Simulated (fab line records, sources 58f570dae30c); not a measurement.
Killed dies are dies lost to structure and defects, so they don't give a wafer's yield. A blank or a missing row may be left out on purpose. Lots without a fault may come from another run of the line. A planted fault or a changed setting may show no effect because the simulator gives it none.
One fault seen from 2 desks | flow berkeley_cmos170 | each desk has only its own numbers; what lay behind them comes last

THE TOOL OWNER'S DESK: rie_si-02
The tool's own readings at UCB170_GATE_ETCH_15 (etches poly-Si in HBr/Cl2, stops on SiO2, time 56.3 s, target depth 278.2 nm): means of the sampled wafers that have a number, for each lot that ran on this tool. A lot is out of limits, marked OUT, if its mean lies more than 4 standard deviations from the usual mean; the brackets give that distance.
Columns: A = bias_w at UCB170_GATE_ETCH_15, usual 150.0 W; B = drypump_motor_current_A at UCB170_GATE_ETCH_15, usual 5.4 A; C = he_backside_leak_sccm at UCB170_GATE_ETCH_15, usual 2.8 sccm; D = mfc_cl2_sccm at UCB170_GATE_ETCH_15, usual 49.99 sccm; E = oes_product_au at UCB170_GATE_ETCH_15, usual 0.830 a.u.; F = throttle_valve_pct at UCB170_GATE_ETCH_15, usual 26.46 %
lot  | first seen here | A               | B   | C   | D     | E     | F
L656 | day 7 14:34     | 150.0           | 5.4 | 2.7 | 49.92 | 0.838 | 26.55
L660 | day 8 17:20     | 175.6 (+57) OUT | 5.1 | 2.8 | 49.88 | 0.834 | 26.65
L663 | day 9 02:22     | 175.9 (+57) OUT | 5.2 | 2.8 | 49.97 | 0.822 | 26.45
This desk's finding: out of limits on L660, L663; first on L660, day 8 17:20 (bias_w at UCB170_GATE_ETCH_15). In limits: L656.

THE METROLOGY DESK
What the gauges read, lot by lot, whatever tool the lot ran on: means of the sampled wafers that have a number. A lot is out of limits, marked OUT, if its mean lies more than 4 standard deviations from the usual mean; the brackets give that distance.
Columns: A = GATE_POLY_THK at UCB170_GATE_THK_MEAS_05, usual 214.2 nm; B = cd_nm at UCB170_GATE_CD_MEAS_12, usual 349.8 nm; C = GATE_OVL at UCB170_GATE_OVL_MEAS_13, usual 0 nm
lot  | first seen here | A     | B     | C
L656 | day 7 12:48     | 215.1 | 349.0 | -9
L657 | day 8 02:58     | 214.5 | 350.4 | -2
L660 | day 8 16:15     | 213.6 | 348.7 | -4
L663 | day 9 00:55     | 211.4 | 349.8 | 3
L673 | day 11 05:54    | 213.0 | 349.1 | 1
L675 | day 11 12:01    | 211.7 | 350.0 | 6
This desk's finding: nothing out of limits on any of the 6 lots.

PUT TOGETHER
The tool owner's desk could have raised an alarm at day 8 17:20, on L660, L663.
The metrology desk saw nothing out of limits.
The metrology desk has L660, L663 on record, within its limits.
Of the lots named, all ran UCB170_GATE_ETCH_15 on rie_si-02.

WHAT THE SIMULATOR HAD PUT IN
Process parameter drift: rie_si-02, from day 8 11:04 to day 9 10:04, at UCB170_GATE_ETCH_15. Setting bias_w, moved by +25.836, from 150.
Lots struck among those shown: L660, L663.
Hours from the fault's start to each desk's first reading out of limits: the tool owner's desk, 6.
